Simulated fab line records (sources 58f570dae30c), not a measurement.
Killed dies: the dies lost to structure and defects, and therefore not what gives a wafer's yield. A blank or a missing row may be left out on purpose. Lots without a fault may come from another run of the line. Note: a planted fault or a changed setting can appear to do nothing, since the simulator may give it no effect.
Which of the tools did it? :: flow berkeley_cmos170 :: 42 wafers from 14 lots sampled at 6 of the route's 331 steps

WHAT THE GAUGES READ, wafer by wafer
UCB170_SDANNEAL_RS_MEAS_03: measurement is done with a four-point probe.
lot: L884
measured: day 7 16:14
on: film_metro-02
NSD_RS (ohm/sq): 37.55 37.47 37.61

lot: L883
measured: day 7 16:28
on: film_metro-01
NSD_RS (ohm/sq): 37.50 37.44 37.63

lot: L885
measured: day 7 16:32
on: film_metro-03
NSD_RS (ohm/sq): 37.63 37.54 37.54

lot: L888
measured: day 8 07:07
on: film_metro-02
NSD_RS (ohm/sq): 37.50 37.53 37.51

lot: L889
measured: day 8 07:07
on: film_metro-01
NSD_RS (ohm/sq): 37.72 37.65 37.68

lot: L886
measured: day 8 07:22
on: film_metro-03
NSD_RS (ohm/sq): 37.46 37.47 37.51

lot: L887
measured: day 8 07:38
on: film_metro-01
NSD_RS (ohm/sq): 37.66 37.64 37.66

lot: L891
measured: day 8 12:16
on: film_metro-03
NSD_RS (ohm/sq): 37.32 37.40 37.42

lot: L892
measured: day 8 20:10
on: film_metro-03
NSD_RS (ohm/sq): 37.43 37.49 37.39

lot: L893
measured: day 9 16:08
on: film_metro-03
NSD_RS (ohm/sq): 37.51 37.56 37.64

lot: L895
measured: day 9 21:13
on: film_metro-01
NSD_RS (ohm/sq): 37.56 37.54 37.63

lot: L894
measured: day 9 21:29
on: film_metro-02
NSD_RS (ohm/sq): 37.38 37.41 37.37

lot: L905
measured: day 11 19:17
on: film_metro-02
NSD_RS (ohm/sq): 37.53 37.55 37.46

lot: L904
measured: day 11 19:45
on: film_metro-01
NSD_RS (ohm/sq): 37.47 37.47 37.30

UCB170_SILICIDE_THK_MEAS_03: measures by xrf.
lot: L884
measured: day 7 16:48
on: film_metro-04
SILICIDE_TI_THK (nm): 29.8 29.1 29.1

lot: L883
measured: day 7 17:03
on: film_metro-04
SILICIDE_TI_THK (nm): 29.4 29.0 29.2

lot: L885
measured: day 7 17:07
on: film_metro-01
SILICIDE_TI_THK (nm): 28.1 28.4 28.6

lot: L888
measured: day 8 07:43
on: film_metro-02
SILICIDE_TI_THK (nm): 29.0 29.2 29.2

lot: L889
measured: day 8 07:42
on: film_metro-04
SILICIDE_TI_THK (nm): 28.7 28.6 29.3

lot: L886
measured: day 8 07:56
on: film_metro-02
SILICIDE_TI_THK (nm): 28.6 28.7 28.9

lot: L887
measured: day 8 08:11
on: film_metro-02
SILICIDE_TI_THK (nm): 29.5 29.9 29.7

lot: L891
measured: day 8 12:53
on: film_metro-04
SILICIDE_TI_THK (nm): 28.7 29.4 28.5

lot: L892
measured: day 8 20:45
on: film_metro-04
SILICIDE_TI_THK (nm): 28.5 28.3 28.7

lot: L893
measured: day 9 16:42
on: film_metro-01
SILICIDE_TI_THK (nm): 28.5 29.1 29.1

lot: L895
measured: day 9 21:47
on: film_metro-04
SILICIDE_TI_THK (nm): 30.2 30.2 30.2

lot: L894
measured: day 9 22:04
on: film_metro-01
SILICIDE_TI_THK (nm): 29.0 28.3 28.1

lot: L905
measured: day 11 19:50
on: film_metro-04
SILICIDE_TI_THK (nm): 29.0 29.2 29.1

lot: L904
measured: day 11 20:23
on: film_metro-01
SILICIDE_TI_THK (nm): 28.9 29.2 29.2

UCB170_M3_RS_MEAS_02: measurement is done with a four-point probe.
lot: L884
measured: day 8 13:47
on: film_metro-02
M3_AL_RS (ohm/sq): 0.0326 0.0325 0.0323

lot: L883
measured: day 8 14:22
on: film_metro-03
M3_AL_RS (ohm/sq): 0.0317 0.0328 0.0325

lot: L885
measured: day 8 18:12
on: film_metro-03
M3_AL_RS (ohm/sq): 0.0328 0.0319 0.0322

lot: L888
measured: day 9 05:01
on: film_metro-01
M3_AL_RS (ohm/sq): 0.0329 0.0324 0.0328

lot: L889
measured: day 9 04:20
on: film_metro-02
M3_AL_RS (ohm/sq): 0.0320 0.0320 0.0318

lot: L886
measured: day 9 04:49
on: film_metro-03
M3_AL_RS (ohm/sq): 0.0315 0.0325 0.0327

lot: L887
measured: day 9 05:20
on: film_metro-03
M3_AL_RS (ohm/sq): 0.0322 0.0317 0.0317

lot: L891
measured: day 9 12:35
on: film_metro-01
M3_AL_RS (ohm/sq): 0.0327 0.0323 0.0319

lot: L892
measured: day 9 20:16
on: film_metro-01
M3_AL_RS (ohm/sq): 0.0322 0.0325 0.0322

lot: L893
measured: day 10 17:41
on: film_metro-03
M3_AL_RS (ohm/sq): 0.0451 0.0446 0.0438

lot: L895
measured: day 10 23:21
on: film_metro-02
M3_AL_RS (ohm/sq): 0.0432 0.0425 0.0437

lot: L894
measured: day 10 23:05
on: film_metro-02
M3_AL_RS (ohm/sq): 0.0324 0.0322 0.0316

lot: L905
measured: day 12 18:05
on: film_metro-01
M3_AL_RS (ohm/sq): 0.0321 0.0325 0.0324

lot: L904
measured: day 12 18:55
on: film_metro-01
M3_AL_RS (ohm/sq): 0.0316 0.0317 0.0320

UCB170_M3_THK_MEAS_03: measures by xrf.
lot: L884
measured: day 8 13:54
on: film_metro-02
M3_AL_THK (nm): 901 904 909

lot: L883
measured: day 8 14:29
on: film_metro-03
M3_AL_THK (nm): 921 891 896

lot: L885
measured: day 8 18:19
on: film_metro-03
M3_AL_THK (nm): 893 925 915

lot: L888
measured: day 9 05:08
on: film_metro-01
M3_AL_THK (nm): 891 897 886

lot: L889
measured: day 9 04:27
on: film_metro-02
M3_AL_THK (nm): 919 919 925

lot: L886
measured: day 9 04:54
on: film_metro-03
M3_AL_THK (nm): 925 899 893

lot: L887
measured: day 9 05:26
on: film_metro-03
M3_AL_THK (nm): 911 920 921

lot: L891
measured: day 9 12:43
on: film_metro-01
M3_AL_THK (nm): 890 899 916

lot: L892
measured: day 9 20:23
on: film_metro-01
M3_AL_THK (nm): 907 899 901

lot: L893
measured: day 10 17:49
on: film_metro-03
M3_AL_THK (nm): 653 660 667

lot: L895
measured: day 10 23:28
on: film_metro-02
M3_AL_THK (nm): 685 700 676

lot: L894
measured: day 10 23:12
on: film_metro-02
M3_AL_THK (nm): 916 918 930

lot: L905
measured: day 12 18:12
on: film_metro-01
M3_AL_THK (nm): 910 896 909

lot: L904
measured: day 12 19:01
on: film_metro-01
M3_AL_THK (nm): 922 915 914

UCB170_M3_CD_MEAS_15 targets a cd of 700 nm.
lot: L884
measured: day 8 16:22
on: cd_sem-01
cd_nm (nm): 697.1 698.8 699.8

lot: L883
measured: day 8 16:52
on: cd_sem-02
cd_nm (nm): 698.8 698.3 698.4

lot: L885
measured: day 8 20:11
on: cd_sem-01
cd_nm (nm): 700.6 699.4 700.4

lot: L888
measured: day 9 09:13
on: cd_sem-02
cd_nm (nm): 697.0 698.3 699.4

lot: L889
measured: day 9 07:49
on: cd_sem-02
cd_nm (nm): 701.0 699.6 699.3

lot: L886
measured: day 9 09:00
on: cd_sem-01
cd_nm (nm): 699.4 700.3 699.9

lot: L887
measured: day 9 09:31
on: cd_sem-02
cd_nm (nm): 697.8 696.5 697.9

lot: L891
measured: day 9 14:36
on: cd_sem-02
cd_nm (nm): 700.2 700.7 699.3

lot: L892
measured: day 9 22:10
on: cd_sem-02
cd_nm (nm): 702.5 702.4 701.3

lot: L893
measured: day 10 20:18
on: cd_sem-02
cd_nm (nm): 699.8 699.7 699.3

lot: L895
measured: day 11 01:41
on: cd_sem-01
cd_nm (nm): 702.5 702.2 701.6

lot: L894
measured: day 11 01:24
on: cd_sem-01
cd_nm (nm): 699.4 699.8 697.7

lot: L905
measured: day 12 20:11
on: cd_sem-01
cd_nm (nm): 699.6 699.4 699.4

lot: L904
measured: day 12 21:41
on: cd_sem-01
cd_nm (nm): 697.6 698.8 698.3

EACH LOT AND THE TOOL THAT RAN IT (in order: tool; ch and the chambers of the sampled wafers; start)
lot: L884
UCB170_M3_SPUTTER_01: pvd_sputter-03, day 8 13:41

lot: L883
UCB170_M3_SPUTTER_01: pvd_sputter-02, day 8 14:17

lot: L885
UCB170_M3_SPUTTER_01: pvd_sputter-02, day 8 18:07

lot: L888
UCB170_M3_SPUTTER_01: pvd_sputter-03, day 9 04:56

lot: L889
UCB170_M3_SPUTTER_01: pvd_sputter-01, day 9 04:15

lot: L886
UCB170_M3_SPUTTER_01: pvd_sputter-02, day 9 04:40

lot: L887
UCB170_M3_SPUTTER_01: pvd_sputter-01, day 9 05:13

lot: L891
UCB170_M3_SPUTTER_01: pvd_sputter-03, day 9 12:31

lot: L892
UCB170_M3_SPUTTER_01: pvd_sputter-03, day 9 20:11

lot: L893
UCB170_M3_SPUTTER_01: pvd_sputter-03, day 10 17:37

lot: L895
UCB170_M3_SPUTTER_01: pvd_sputter-03, day 10 23:16

lot: L894
UCB170_M3_SPUTTER_01: pvd_sputter-02, day 10 22:59

lot: L905
UCB170_M3_SPUTTER_01: pvd_sputter-01, day 12 17:59

lot: L904
UCB170_M3_SPUTTER_01: pvd_sputter-01, day 12 18:47
- UCB170_M3_SPUTTER_01: material Al, target thk 900 nm, time 120 s.

AS READ BY THE TOOLS THEMSELVES (means over the sampled wafers that have a number; for cases with no such wafer, the mark the record gives instead)
UCB170_M3_SPUTTER_01.
lot: L884
tool: pvd_sputter-03
throttle_valve_pct (%): 29.8

lot: L883
tool: pvd_sputter-02
throttle_valve_pct (%): 30.5

lot: L885
tool: pvd_sputter-02
throttle_valve_pct (%): 29.8

lot: L888
tool: pvd_sputter-03
throttle_valve_pct (%): 28.5

lot: L889
tool: pvd_sputter-01
throttle_valve_pct (%): 29.1

lot: L886
tool: pvd_sputter-02
throttle_valve_pct (%): 30.3

lot: L887
tool: pvd_sputter-01
throttle_valve_pct (%): 29.7

lot: L891
tool: pvd_sputter-03
throttle_valve_pct (%): 29.2

lot: L892
tool: pvd_sputter-03
throttle_valve_pct (%): 28.8

lot: L893
tool: pvd_sputter-03
throttle_valve_pct (%): 29.4

lot: L895
tool: pvd_sputter-03
throttle_valve_pct (%): 29.7

lot: L894
tool: pvd_sputter-02
throttle_valve_pct (%): 29.8

lot: L905
tool: pvd_sputter-01
throttle_valve_pct (%): 29.5

lot: L904
tool: pvd_sputter-01
throttle_valve_pct (%): 29.5

THE ANSWER, worked out from the rows above alone
Rule: usual is defined by the lots themselves. Put in order of their means at a reading, lots are off if they are a third of the lots or fewer, leave a main group of 4 or more, and stand apart from it by a gap of 3 or more times the standard deviation of the main group's means; of several such gaps the widest counts. A main group whose means are all the same, to the digits that the tables above print for the reading, isn't used. A lot without any number at a reading at which 4 lots or more have one is off too. Where the step has rows for the other lots, those lots are counted as sound. Order of review: gauges by route order, followed by the tools' own readings, for which a lot's mean as printed above is used. The first step at which some lot is off is used, and at that step the reading that is off furthest; a lot without a number counts as furthest.
Off: L893, L895, seen at UCB170_M3_RS_MEAS_02 (M3_AL_RS). Main group: mean 0.0322 ohm/sq, sd 0.00025.
A tool fits if, at a process step before that reading, it ran every lot that is off, and no sound lot after the first of them. Gauges at UCB170_M3_RS_MEAS_02: tried the same way as those tools. One candidate fits, namely pvd_sputter-03 at UCB170_M3_SPUTTER_01. Its last sound lot is L892 (day 9 20:11), its first lot that is off L893 (day 10 17:37): a fault that began between those two fits.

WHAT WAS PUT IN BY THE SIMULATOR
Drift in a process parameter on pvd_sputter-03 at UCB170_M3_SPUTTER_01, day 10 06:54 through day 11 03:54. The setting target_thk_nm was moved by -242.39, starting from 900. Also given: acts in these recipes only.
Lots struck among those shown: L893, L895. The rule above found the same.
